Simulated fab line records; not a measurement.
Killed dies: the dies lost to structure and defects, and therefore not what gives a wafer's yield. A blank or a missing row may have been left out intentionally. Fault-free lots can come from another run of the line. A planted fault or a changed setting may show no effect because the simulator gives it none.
fab line records -- flow rit-cmos
[record] lots = 15, wafers = 45, last-day = 8
route steps=202 shown PWELL@47
lots with no fault: from the same line, run without faults
start-h: hours from the record's first day to the start of the lot's first wafer shown -- wait-h: time in hours since the lot's previous step -- " the same as in the row above -- L1.1+2: several wafers, shown together as one row -- - no value present, or no start provided -- * or withheld: withheld -- < > ~ a bound
route shown NAME@n: a module of which the file shows steps, and the number in the route of the first -- usual: average and standard deviation across the fault-free wafers -- same: alike in all rows -- chamber/n: place in a boat -- sites: the reading at each site -- _std_site: standard deviation of those values -- _edge_site: outer sites' mean less inner sites' -- radius-mm: for every site, how far away it sits from the centre of the wafer -- mask NAME#n: copy n -- behind: the tool/chamber that last shaped the wafer -- hold: why the lot went on hold/how many hours it stayed there/how the hold came to an end -- device: the n, p or np transistor that did not switch -- end of line: the tests these same wafers got at the end of their route -- a step with no rows: only its recipe -- killed: dies lost to structure and defects at the first sort, not the wafer's yield -- map: per-die view of a wafer (x killed, . not killed, _ where there is no die)
set.NAME: the run value of the setting; set.NAME@STEP: its run value at that earlier step -- model.NAME: the simulator's own value behind a step, which no gauge read
a sample of lots followed through the steps of the route, with each step as a table and each wafer as a row
services: the hour from which a tool's chamber was out of use, counted from the record's first day as start-h (under 0 if before that day), plus the number of hours and why
[[steps]]
[step RIT_PWELL_IMPLANT_08]
[recipe] species = B, energy-kev = 170, dose-cm2 = 7e+13, tilt-deg = 7
[usual] dose-ions-cm2 = 7e+13/7.7e+10
lot.wafer,tool,chamber,start-h,wait-h,dose-ions-cm2
L766.1,implanter-01,0,22.68,0.2,7.012e+13
L766.3,implanter-01,0,22.68,0.2,7.009e+13
L766.6,implanter-01,0,22.68,0.2,7.007e+13
L768.1,implanter-02,0,35.90,0.2,6.994e+13
L768.2,implanter-02,0,35.90,0.2,6.992e+13
L768.4,implanter-02,0,35.90,0.2,7.007e+13
L769.4,implanter-02,0,44.31,0.2,6.988e+13
L769.5,implanter-02,0,44.31,0.2,6.992e+13
L769.6,implanter-02,0,44.31,0.2,7.002e+13
L772.2,implanter-03,0,58.44,0.2,7.001e+13
L772.5,implanter-03,0,58.44,0.2,7.002e+13
L772.6,implanter-03,0,58.44,0.2,7.005e+13
L773.1,implanter-03,0,64.09,0.2,7.006e+13
L773.2,implanter-03,0,64.09,0.2,7.002e+13
L773.3,implanter-03,0,64.09,0.2,7.002e+13
L774.2,implanter-01,0,66.04,0.2,6.994e+13
L774.3,implanter-01,0,66.04,0.2,6.986e+13
L774.6,implanter-01,0,66.04,0.2,6.997e+13
L774.2,implanter-01,0,66.36,0.3,7.005e+13
L774.3,implanter-01,0,66.36,0.3,7.006e+13
L774.6,implanter-01,0,66.36,0.3,6.985e+13
L775.3,implanter-02,0,69.72,0.2,7.007e+13
L775.5,implanter-02,0,69.72,0.2,7.001e+13
L775.6,implanter-02,0,69.72,0.2,6.996e+13
L776.3,implanter-01,0,81.73,0.2,6.996e+13
L776.4,implanter-01,0,81.73,0.2,6.992e+13
L776.6,implanter-01,0,81.73,0.2,7.008e+13
L778.1,implanter-02,0,87.98,0.2,7.01e+13
L778.3,implanter-02,0,87.98,0.2,6.992e+13
L778.5,implanter-02,0,87.98,0.2,6.991e+13
L778.1,implanter-02,0,88.30,0.3,7.004e+13
L778.3,implanter-02,0,88.30,0.3,7.008e+13
L778.5,implanter-02,0,88.30,0.3,6.995e+13
L780.1,implanter-03,0,96.09,0.2,6.997e+13
L780.3,implanter-03,0,96.09,0.2,7.009e+13
L780.5,implanter-03,0,96.09,0.2,7.006e+13
L785.1,implanter-03,0,119.21,0.2,7.012e+13
L785.3,implanter-03,0,119.21,0.2,7.006e+13
L785.6,implanter-03,0,119.21,0.2,7.021e+13
L785.1,implanter-03,0,119.53,0.3,6.999e+13
L785.3,implanter-03,0,119.53,0.3,7.008e+13
L785.6,implanter-03,0,119.53,0.3,6.998e+13
L786.4,implanter-02,0,123.39,0.2,6.999e+13
L786.5,implanter-02,0,123.39,0.2,7.008e+13
L786.6,implanter-02,0,123.39,0.2,6.997e+13
L787.2,implanter-02,0,128.77,0.2,7e+13
L787.4,implanter-02,0,128.77,0.2,7.005e+13
L787.5,implanter-02,0,128.77,0.2,6.999e+13
L788.1,implanter-01,0,134.29,0.2,7e+13
L788.3,implanter-01,0,134.29,0.2,7.007e+13
L788.4,implanter-01,0,134.29,0.2,7.018e+13
L789.2,implanter-03,0,141.14,0.2,6.992e+13
L789.3,implanter-03,0,141.14,0.2,6.987e+13
L789.6,implanter-03,0,141.14,0.2,7e+13
[step RIT_PWELL_TW_MEAS_10]
[usual] PWELL_TW = 949/6.5
lot.wafer,tool,chamber,start-h,wait-h,PWELL_TW
L766.1,film-metro-04,-,23.00,0.1,948
L766.3,film-metro-04,-,23.00,0.1,949
L766.6,film-metro-04,-,23.00,0.1,952
L768.1,film-metro-01,-,36.23,0.1,940
L768.2,film-metro-01,-,36.23,0.1,943
L768.4,film-metro-01,-,36.23,0.1,943
L769.4,film-metro-01,-,44.59,0.1,939
L769.5,film-metro-01,-,44.59,0.1,942
L769.6,film-metro-01,-,44.59,0.1,937
L772.2,film-metro-01,-,58.75,0.1,939
L772.5,film-metro-01,-,58.75,0.1,939
L772.6,film-metro-01,-,58.75,0.1,934
L773.1,film-metro-04,-,64.42,0.1,956
L773.2,film-metro-04,-,64.42,0.1,957
L773.3,film-metro-04,-,64.42,0.1,956
L774.2,film-metro-01,-,66.67,0.1,1168
L774.3,film-metro-01,-,66.67,0.1,1177
L774.6,film-metro-01,-,66.67,0.1,1169
L775.3,film-metro-03,-,70.01,0.1,944
L775.5,film-metro-03,-,70.01,0.1,949
L775.6,film-metro-03,-,70.01,0.1,948
L776.3,film-metro-04,-,82.03,0.1,953
L776.4,film-metro-04,-,82.03,0.1,954
L776.6,film-metro-04,-,82.03,0.1,954
L778.1,film-metro-04,-,88.63,0.1,1193
L778.3,film-metro-04,-,88.63,0.1,1188
L778.5,film-metro-04,-,88.63,0.1,1190
L780.1,film-metro-01,-,96.42,0.1,943
L780.3,film-metro-01,-,96.42,0.1,938
L780.5,film-metro-01,-,96.42,0.1,945
L785.1,film-metro-01,-,119.86,0.1,1184
L785.3,film-metro-01,-,119.86,0.1,1174
L785.6,film-metro-01,-,119.86,0.1,1171
L786.4,film-metro-04,-,123.67,0.1,948
L786.5,film-metro-04,-,123.67,0.1,950
L786.6,film-metro-04,-,123.67,0.1,950
L787.2,film-metro-04,-,129.08,0.1,944
L787.4,film-metro-04,-,129.08,0.1,947
L787.5,film-metro-04,-,129.08,0.1,950
L788.1,film-metro-01,-,134.61,0.1,947
L788.3,film-metro-01,-,134.61,0.1,946
L788.4,film-metro-01,-,134.61,0.1,946
L789.2,film-metro-04,-,141.45,0.1,953
L789.3,film-metro-04,-,141.45,0.1,951
L789.6,film-metro-04,-,141.45,0.1,952
[step RIT_WELLDRIVE_RS_MEAS_02]
[recipe] thk-meas-gauge = four-point-probe
[usual] PWELL_RS = 430.4/1.3
lot.wafer,tool,chamber,start-h,wait-h,PWELL_RS[ohm/sq]
L766.1,film-metro-04,-,28.65,0.1,430.3
L766.3,film-metro-04,-,28.65,0.1,429.8
L766.6,film-metro-04,-,28.65,0.1,429.1
L768.1,film-metro-04,-,44.87,0.1,427.6
L768.2,film-metro-04,-,44.87,0.1,427.6
L768.4,film-metro-04,-,44.87,0.1,428.2
L769.4,film-metro-01,-,51.32,0.1,429.9
L769.5,film-metro-01,-,51.32,0.1,429.8
L769.6,film-metro-01,-,51.32,0.1,430.5
L772.2,film-metro-01,-,65.43,0.1,432.3
L772.5,film-metro-01,-,65.43,0.1,431.1
L772.6,film-metro-01,-,65.43,0.1,432.4
L773.1,film-metro-03,-,71.15,0.1,430.6
L773.2,film-metro-03,-,71.15,0.1,430.4
L773.3,film-metro-03,-,71.15,0.1,431.8
L774.2,film-metro-04,-,74.33,0.1,280.9
L774.3,film-metro-04,-,74.33,0.1,282.0
L774.6,film-metro-04,-,74.33,0.1,280.7
L775.3,film-metro-04,-,79.43,0.1,431.0
L775.5,film-metro-04,-,79.43,0.1,431.1
L775.6,film-metro-04,-,79.43,0.1,430.4
L776.3,film-metro-04,-,87.34,0.1,429.9
L776.4,film-metro-04,-,87.34,0.1,429.4
L776.6,film-metro-04,-,87.34,0.1,429.8
L778.1,film-metro-04,-,94.83,0.1,279.9
L778.3,film-metro-04,-,94.83,0.1,279.8
L778.5,film-metro-04,-,94.83,0.1,279.8
L780.1,film-metro-01,-,102.31,0.1,431.8
L780.3,film-metro-01,-,102.31,0.1,432.7
L780.5,film-metro-01,-,102.31,0.1,433.0
L785.1,film-metro-01,-,125.46,0.1,281.3
L785.3,film-metro-01,-,125.46,0.1,281.0
L785.6,film-metro-01,-,125.46,0.1,282.9
L786.4,film-metro-04,-,130.01,0.1,429.8
L786.5,film-metro-04,-,130.01,0.1,430.2
L786.6,film-metro-04,-,130.01,0.1,429.8
L787.2,film-metro-04,-,134.35,0.1,431.2
L787.4,film-metro-04,-,134.35,0.1,430.4
L787.5,film-metro-04,-,134.35,0.1,429.9
L788.1,film-metro-04,-,140.23,0.1,429.4
L788.3,film-metro-04,-,140.23,0.1,429.4
L788.4,film-metro-04,-,140.23,0.1,429.6
L789.2,film-metro-01,-,146.72,0.1,430.5
L789.3,film-metro-01,-,146.72,0.1,429.3
L789.6,film-metro-01,-,146.72,0.1,429.4
[[services]]
tool,chamber,start-h,hours,kind
implanter-01,-,27.14,1.3,repair
implanter-03,-,50.66,3.6,pm
implanter-02,-,57.82,3.9,pm
implanter-03,-,77.11,3.3,repair
[[key]]
[first-sign] step = RIT_PWELL_IMPLANT_08, reading = visit, direction = added
[effect] step = RIT_PWELL_TW_MEAS_10, reading = PWELL_TW, direction = up, sigmas = 35, usual = 949, struck = 1179
[effect] step = RIT_WELLDRIVE_RS_MEAS_02, reading = PWELL_RS, direction = down, sigmas = 99+, usual = 430.4, struck = 280.9
met-at RIT_PWELL_IMPLANT_08
struck-lots L774,L778,L785
tester-left-out L774,L778,L785
[fault] kind = repeated-step-whole, tool = implanter-01,implanter-02,implanter-03, chamber = -, onset-h = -, steps = RIT_PWELL_IMPLANT_08, times = 1, scope = struck-lots-only
// tester-left-out: of these lots the tester's yield and bins aren't shown, on N5 and GAA mostly nor the transistor test; their killed dies are dies lost to structure and defects alone, not to doping, threshold or leakage, so they don't give the yield
